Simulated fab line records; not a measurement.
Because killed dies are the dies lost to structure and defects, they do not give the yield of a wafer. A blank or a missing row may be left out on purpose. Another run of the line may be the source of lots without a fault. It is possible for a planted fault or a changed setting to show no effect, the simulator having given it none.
fab line records    flow ritCmos
record: lots: 5  wafers: 23
route steps=202 shown M1@197
startH: start of the lot's first displayed wafer, in hours after the record's first day    waitH: how many hours have passed since the lot's step before this one    " identical to the entry in the row above    L1.1+2: a single row standing in for several wafers    - no value present, or no start provided    * or withheld: withheld    < > ~ a bound
route shown NAME@n: NAME is a module with steps in the file, n the number in the route of the first one    usual: mean and standard deviation over wafers with no fault    same: alike in all rows    chamber/n: place in a boat    sites: the reading at each site    _std_site: the values' standard deviation    _edge_site: outer sites' mean less inner sites'    radiusMm: how far each site lies from the wafer's centre    mask NAME#n: copy n    behind: the tool/chamber that last shaped the wafer    hold: cause of the lot's hold/its duration in hours/its outcome    device: names the non-switching transistor (n, p or np)    end of line: tests of these same wafers at the route's end    a step with no rows: only its recipe    killed: the dies lost at the first sort to structure and to defects; this is not the yield of the wafer    map: the dies of a wafer, with x for killed, . for not killed, _ for no die there
set.NAME: the setting that was run; set.NAME@STEP: the one run at that earlier step    model.NAME: the simulator's own value behind a step, which no gauge read
lots where settings were altered on purpose, with a table for each step and a row for each wafer
== steps ==
step: RIT_M1_STRIP_13
recipe: chemistry: nmp  resist: NOVOLAK  tempC: 80  timeS: 600  dry: n2Spin
lot.wafer       tool         chamber  startH  waitH  set.timeS
L074.2+4+6      wetBench-02  1        57.56   0.1    600
L076.1+2+3+5+6  -            -        -       0.1    672.6
L079.1+2+3+4+6  -            -        -       0.1    674.3
L080.1+2+3+4+6  -            -        -       0.1    562.4
L084.1+2+4+5+6  -            -        -       0.1    515.3
step: RIT_M1_STRIP_14
recipe: chemistry: O2  timeS: 180  platenTempC: withheld  powerW: 500  pressureMtorr: 4000  o2FlowSccm: 4000
step: RIT_M1_CD_MEAS_90
recipe: targetCdNm: 2600
usual: cdNm: 2601.1/2.1
lot.wafer  tool      chamber  startH  waitH  set.developTimeS@M1_DEVELOP_08  cdNm
L074.2     cdSem-01  -        57.93   0.1    68                              2602.6
L074.4     "         -        "       "      68                              2600.7
L074.6     "         -        "       "      68                              2601.8
L076.1     cdSem-01  -        64.85   0.1    63.74                           2607.5
L076.2     "         -        "       "      63.74                           2607.9
L076.3     "         -        "       "      68                              2601.0
L076.5     "         -        "       "      63.74                           2604.7
L076.6     "         -        "       "      68                              2601.8
L079.1     cdSem-02  -        80.57   0.1    68                              2599.2
L079.2     "         -        "       "      68                              2599.8
L079.3     "         -        "       "      68                              2600.6
L079.4     "         -        "       "      68                              2597.5
L079.6     "         -        "       "      68                              2599.2
L080.1     cdSem-02  -        85.23   0.1    68                              2599.7
L080.2     "         -        "       "      71.13                           2593.5
L080.3     "         -        "       "      71.13                           2593.4
L080.4     "         -        "       "      71.13                           2595.8
L080.6     "         -        "       "      68                              2602.6
L084.1     cdSem-02  -        104.87  0.1    72.85                           2601.2
L084.2     "         -        "       "      68                              2604.3
L084.4     "         -        "       "      72.85                           2597.9
L084.5     "         -        "       "      72.85                           2599.6
L084.6     "         -        "       "      68                              2604.9
step: RIT_M1_ANNEAL_15
recipe: tempC: 450  timeS: 1800  ambient: forming_gas_H2N2
step: RIT_M1_PROBE_99
usual: killedAtContacts: 0.1/0.3  killedAtFrontEnd: 7/3.1  killedDies: 7/3.1  killedOpen: 3.5/2.1  killedShort: 3.4/2
same: grossDies: 264  killed_at_M0_to_M3: 0  killed_at_M4_up: 0  killedAtBackSide: 0  killedAtOther: 0
lot.wafer  tool       chamber  startH  waitH  set.oxTimeS@FOX2_OXIDATION_00  set.devTempC@GATE_DEVELOP_15  killedAtContacts  killedAtFrontEnd  killedDies  killedOpen  killedShort  model.etest.pmosTurned.rOnOhmUm  model.etest.pmos_0p15.rOnOhmUm  model.etest.nmos_0p15.rOnOhmUm  model.etest.nldd.rsOhmSq
L074.2     prober-01  -        60.01   0.1    1130                           23                            1                 3                 4           3           1            3088                             2507                            1065                            355.5
L074.4     prober-01  -        60.11   0.2    1130                           23                            0                 8                 8           4           4            3036                             2473                            1030                            360.9
L074.6     prober-01  -        60.21   0.2    1130                           23                            0                 8                 8           5           3            3151                             2548                            1081                            365.9
L076.1     prober-01  -        66.59   0.1    1021                           22.05                         0                 11                11          4           7            3019                             2438                            1008                            334.1
L076.2     prober-01  -        66.64   0.1    1021                           23                            1                 10                11          6           5            3059                             2524                            1042                            339.1
L076.3     prober-01  -        66.69   0.2    1021                           23                            0                 4                 4           3           1            3187                             2608                            1084                            331.6
L076.5     prober-01  -        66.79   0.2    1021                           22.05                         0                 10                10          5           5            2926                             2382                            980.3                           329.4
L076.6     prober-01  -        66.84   0.2    1021                           23                            0                 8                 8           5           3            3109                             2546                            1074                            336.4
L079.1     prober-02  -        82.31   0.1    1074                           23                            0                 15                15          10          5            3425                             2675                            1120                            343.8
L079.2     prober-02  -        82.36   0.1    1074                           23                            0                 12                12          7           5            3501                             2718                            1123                            345.8
L079.3     prober-02  -        82.41   0.2    1074                           23                            0                 9                 9           6           3            3412                             2655                            1109                            335
L079.4     prober-02  -        82.46   0.2    1074                           21.27                         0                 10                10          4           6            3180                             2405                            1028                            332.5
L079.6     prober-02  -        82.56   0.2    1074                           21.27                         0                 5                 5           1           4            3281                             2478                            1052                            348.7
L080.1     prober-01  -        86.97   0.1    1082                           24.31                         1                 11                12          5           7            3249                             2750                            1163                            352.1
L080.2     prober-01  -        87.02   0.1    1082                           23                            0                 9                 9           6           3            3083                             2600                            1112                            353.6
L080.3     prober-01  -        87.07   0.2    1082                           23                            0                 3                 3           2           1            3011                             2508                            1077                            346.9
L080.4     prober-01  -        87.12   0.2    1082                           24.31                         0                 15                15          5           10           3261                             2763                            1154                            360.1
L080.6     prober-01  -        87.22   0.2    1082                           23                            0                 8                 8           3           5            3018                             2484                            1085                            354.6
L084.1     prober-01  -        106.61  0.1    1268                           23                            4                 8                 12          4           4            3155                             2667                            1132                            388.8
L084.2     prober-01  -        106.66  0.1    1268                           21.76                         1                 6                 7           3           3            3133                             2622                            1087                            388.3
L084.4     prober-01  -        106.76  0.2    1268                           23                            0                 6                 6           3           3            3238                             2735                            1121                            380.1
L084.5     prober-01  -        106.81  0.2    1268                           23                            0                 4                 4           2           2            3202                             2739                            1126                            381.7
L084.6     prober-01  -        106.86  0.2    1268                           21.76                         1                 11                12          5           6            2966                             2482                            1060                            394.3
killed by level:class
L074.2 REOX:geometricParticle:open=2 GATE:geometricParticle:open=1 CONTACT:geometricParticle:short=1
L074.4 GATE:geometricParticle:open=2 GATE:geometricParticle:short=2 REOX:geometricParticle:open=2 REOX:geometricParticle:short=1 SPACER:geometricParticle:short=1
L074.6 GATE:geometricParticle:open=3 FOX1:geometricParticle:short=1 FOX2:geometricParticle:open=1 GATE:geometricParticle:short=1 REOX:geometricParticle:open=1 REOX:geometricParticle:short=1
L076.1 GATE:geometricParticle:short=4 GATE:geometricParticle:open=2 SPACER:geometricParticle:open=2 FOX1:geometricParticle:short=1 SPACER:geometricParticle:short=1 SILICIDE:geometricParticle:short=1
L076.2 SPACER:geometricParticle:short=3 SPACER:geometricParticle:open=2 FOX2:geometricParticle:open=1 FOX2:geometricParticle:short=1 GATE:geometricParticle:open=1 REOX:geometricParticle:open=1 SILICIDE:geometricParticle:open=1 CONTACT:geometricParticle:short=1
L076.3 GATE:geometricParticle:open=1 SPACER:geometricParticle:open=1 SILICIDE:geometricParticle:open=1 SILICIDE:geometricParticle:short=1
L076.5 GATE:geometricParticle:short=3 SPACER:geometricParticle:open=3 GATE:geometricParticle:open=1 REOX:geometricParticle:open=1 SPACER:geometricParticle:short=1 SILICIDE:geometricParticle:short=1
L076.6 GATE:geometricParticle:open=4 GATE:geometricParticle:short=3 FOX2:geometricParticle:open=1
L079.1 GATE:geometricParticle:open=5 REOX:geometricParticle:short=3 REOX:geometricParticle:open=3 FOX2:geometricParticle:open=1 GATE:geometricParticle:short=1 SILICIDE:geometricParticle:open=1 SILICIDE:geometricParticle:short=1
L079.2 REOX:geometricParticle:open=4 GATE:geometricParticle:short=3 SPACER:geometricParticle:open=2 FOX1:geometricParticle:short=1 GATE:geometricParticle:open=1 REOX:geometricParticle:short=1
L079.3 GATE:geometricParticle:short=2 REOX:geometricParticle:open=2 FOX1:geometricParticle:short=1 FOX1:geometricParticle:open=1 FOX2:geometricParticle:open=1 GATE:geometricParticle:open=1 SPACER:geometricParticle:open=1
L079.4 GATE:geometricParticle:short=3 FOX1:geometricParticle:short=2 SPACER:geometricParticle:open=2 FOX1:geometricParticle:open=1 GATE:geometricParticle:open=1 REOX:geometricParticle:short=1
L079.6 REOX:geometricParticle:short=2 FOX2:geometricParticle:open=1 GATE:geometricParticle:short=1 SPACER:geometricParticle:short=1
L080.1 REOX:geometricParticle:short=4 GATE:geometricParticle:open=2 GATE:geometricParticle:short=2 FOX1:geometricParticle:open=1 SILICIDE:geometricParticle:open=1 SILICIDE:geometricParticle:short=1 CONTACT:geometricParticle:open=1
L080.2 SILICIDE:geometricParticle:open=3 REOX:geometricParticle:open=2 GATE:geometricParticle:short=1 GATE:geometricParticle:open=1 SPACER:geometricParticle:short=1 SILICIDE:geometricParticle:short=1
L080.3 REOX:geometricParticle:open=2 FOX1:geometricParticle:short=1
L080.4 GATE:geometricParticle:short=4 FOX2:geometricParticle:short=3 GATE:geometricParticle:open=3 REOX:geometricParticle:open=2 FOX1:geometricParticle:short=1 REOX:geometricParticle:short=1 SPACER:geometricParticle:short=1
L080.6 FOX1:geometricParticle:short=2 GATE:geometricParticle:short=2 FOX1:geometricParticle:open=1 REOX:geometricParticle:short=1 REOX:geometricParticle:open=1 SILICIDE:geometricParticle:open=1
L084.1 CONTACT:areaEtch=4 SPACER:geometricParticle:short=2 SPACER:geometricParticle:open=2 FOX1:geometricParticle:open=1 FOX1:geometricParticle:short=1 GATE:geometricParticle:short=1 GATE:geometricParticle:open=1
L084.2 GATE:geometricParticle:short=2 SPACER:geometricParticle:open=2 SPACER:geometricParticle:short=1 SILICIDE:geometricParticle:open=1 CONTACT:areaEtch=1
L084.4 GATE:geometricParticle:open=2 FOX1:geometricParticle:open=1 FOX2:geometricParticle:short=1 GATE:geometricParticle:short=1 SILICIDE:geometricParticle:short=1
L084.5 GATE:geometricParticle:open=2 GATE:geometricParticle:short=1 REOX:geometricParticle:short=1
L084.6 GATE:geometricParticle:open=4 GATE:geometricParticle:short=2 SPACER:geometricParticle:short=2 FOX2:geometricParticle:short=1 REOX:geometricParticle:open=1 SILICIDE:geometricParticle:short=1 CONTACT:areaEtch=1
== key ==
split: step: RIT_M1_STRIP_13  setting: timeS  stated: 600  by: lot
response none clear
split outsideThisFile step=RIT_FOX2_OXIDATION_00 setting=oxTimeS
split outsideThisFile step=RIT_GATE_DEVELOP_15 setting=devTempC
split outsideThisFile step=RIT_M1_DEVELOP_08 setting=developTimeS
split outsideThisFile: this setting was split too, and the file shows its column; the key of that split is in another file
